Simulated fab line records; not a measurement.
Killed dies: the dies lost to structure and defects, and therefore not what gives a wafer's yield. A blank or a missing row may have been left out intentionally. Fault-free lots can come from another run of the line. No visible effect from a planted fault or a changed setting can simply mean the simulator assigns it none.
Commonality check across tools ; flow berkeley cmos170 ; Sampled: 12 lots, 42 wafers

REASON FOR OPENING
2 of 12 lots carry a flag on the reading PSD_RS at UCB170_SDANNEAL_RS_MEAS_02. Fault-free wafers read 75.5 ohm/sq, with a standard deviation of 0.38.
Rule: a lot is flagged in two cases, either no wafer of it has a number, or all its wafers with numbers fall more than 4 standard deviations from that mean. The other lots count as sound.

lot;measured;on;PSD_RS (ohm/sq), wafer by wafer;flag
L731;day 8 15:23;film metro-03;75.5 75.3 75.6;
L732;day 8 15:40;film metro-01;75.6 75.8 75.7;
L733;day 8 18:53;film metro-03;75.3 75.5 75.7;
L740;day 9 21:15;film metro-01;73.1 72.5 72.9 73.1 72.8 73.1;FLAGGED
L738;day 9 21:27;film metro-02;75.2 75.1 75.2;
L742;day 10 07:21;film metro-02;72.8 72.7 72.4 72.8 72.9 72.5;FLAGGED
L745;day 10 19:33;film metro-03;75.8 76.0 76.4;
L746;day 11 05:11;film metro-03;75.7 75.8 75.8;
L749;day 11 05:50;film metro-02;75.3 75.6 75.5;
L753;day 12 12:01;film metro-02;75.4 75.3 75.3;
L751;day 12 12:17;film metro-01;75.7 75.1 75.3;
L754;day 12 13:19;film metro-03;75.7 75.7 75.8;
On average the flagged lots' numbers are 72.8 ohm/sq, which is -2.7 ohm/sq against the usual, or -7 standard deviations.

LOT BY LOT: THE TOOL USED
Before the reading, the record contains 2 process steps out of a 331-step route. In each cell: the tool, then ch and the chambers that the sampled wafers went through, then the start.
lot;flag;UCB170_PSD_IMPLANT_08;UCB170_PSD_STRIP_09
L731;;implanter-02 ch 0, day 8 09:01;plasma asher-04 ch 0,1, day 8 09:10
L732;;implanter-03 ch 0, day 8 09:20;plasma asher-02 ch 0,1, day 8 09:28
L733;;implanter-02 ch 0, day 8 15:57;plasma asher-02 ch 0, day 8 16:04
L740;FLAGGED;implanter-02 ch 0, day 9 15:38;plasma asher-02 ch 0,1, day 9 15:47
L738;;implanter-03 ch 0, day 9 16:20;plasma asher-04 ch 0,1, day 9 16:27
L742;FLAGGED;implanter-02 ch 0, day 10 03:40;plasma asher-03 ch 0, day 10 03:47
L745;;implanter-03 ch 0, day 10 14:35;plasma asher-04 ch 0,1, day 10 14:43
L746;;implanter-03 ch 0, day 11 00:55;plasma asher-03 ch 0,1, day 11 01:04
L749;;implanter-01 ch 0, day 11 01:12;plasma asher-04 ch 0,1, day 11 01:20
L753;;implanter-03 ch 0, day 12 09:05;plasma asher-04 ch 0,1, day 12 09:14
L751;;implanter-01 ch 0, day 12 09:13;plasma asher-03 ch 0,1, day 12 09:22
L754;;implanter-03 ch 0, day 12 09:29;plasma asher-04 ch 0,1, day 12 09:37
What the steps here do:
- UCB170_PSD_IMPLANT_08
- UCB170_PSD_STRIP_09: strips in O2.
- UCB170_SDANNEAL_RS_MEAS_02: measures by four-point-probe.

FLAGGED AGAINST TOTAL, ONE TOOL AT A TIME (gauges that did the reading follow at the end)
step;tool;lots run;flagged;share of the flagged lots;sound lots run after its first flagged lot
UCB170_PSD_IMPLANT_08;implanter-01;2;0;none;-
UCB170_PSD_IMPLANT_08;implanter-02;4;2;all;0
UCB170_PSD_IMPLANT_08;implanter-03;6;0;none;-
UCB170_PSD_STRIP_09;plasma asher-02;3;1;some;0
UCB170_PSD_STRIP_09;plasma asher-03;3;1;some;2 (L746,L751)
UCB170_PSD_STRIP_09;plasma asher-04;6;0;none;-
UCB170_SDANNEAL_RS_MEAS_02;film metro-01;3;1;some;1 (L751)
UCB170_SDANNEAL_RS_MEAS_02;film metro-02;4;1;some;2 (L749,L753)
UCB170_SDANNEAL_RS_MEAS_02;film metro-03;5;0;none;-

WHAT IS ALLOWED BY THE TABLE
Rows of the table that ran each flagged lot: 1, that is implanter-02 at UCB170_PSD_IMPLANT_08.
- implanter-02 at UCB170_PSD_IMPLANT_08 ran 4 lots, 2 of them flagged. A fault beginning between L733 (day 8 15:57), its last sound lot, and L740 (day 9 15:38), its first flagged one, fits the data. Its own readings lie more than 4 standard deviations out on every wafer of the flagged lots: dose ions cm2.
implanter-02 at UCB170_PSD_IMPLANT_08 is the single tool remaining.

WHAT THE SIMULATOR PUT IN
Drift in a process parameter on implanter-02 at UCB170_PSD_IMPLANT_08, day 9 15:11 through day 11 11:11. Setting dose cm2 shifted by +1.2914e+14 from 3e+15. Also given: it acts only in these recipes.
Lots struck among those shown: L740, L742. The rule above reached the same finding.
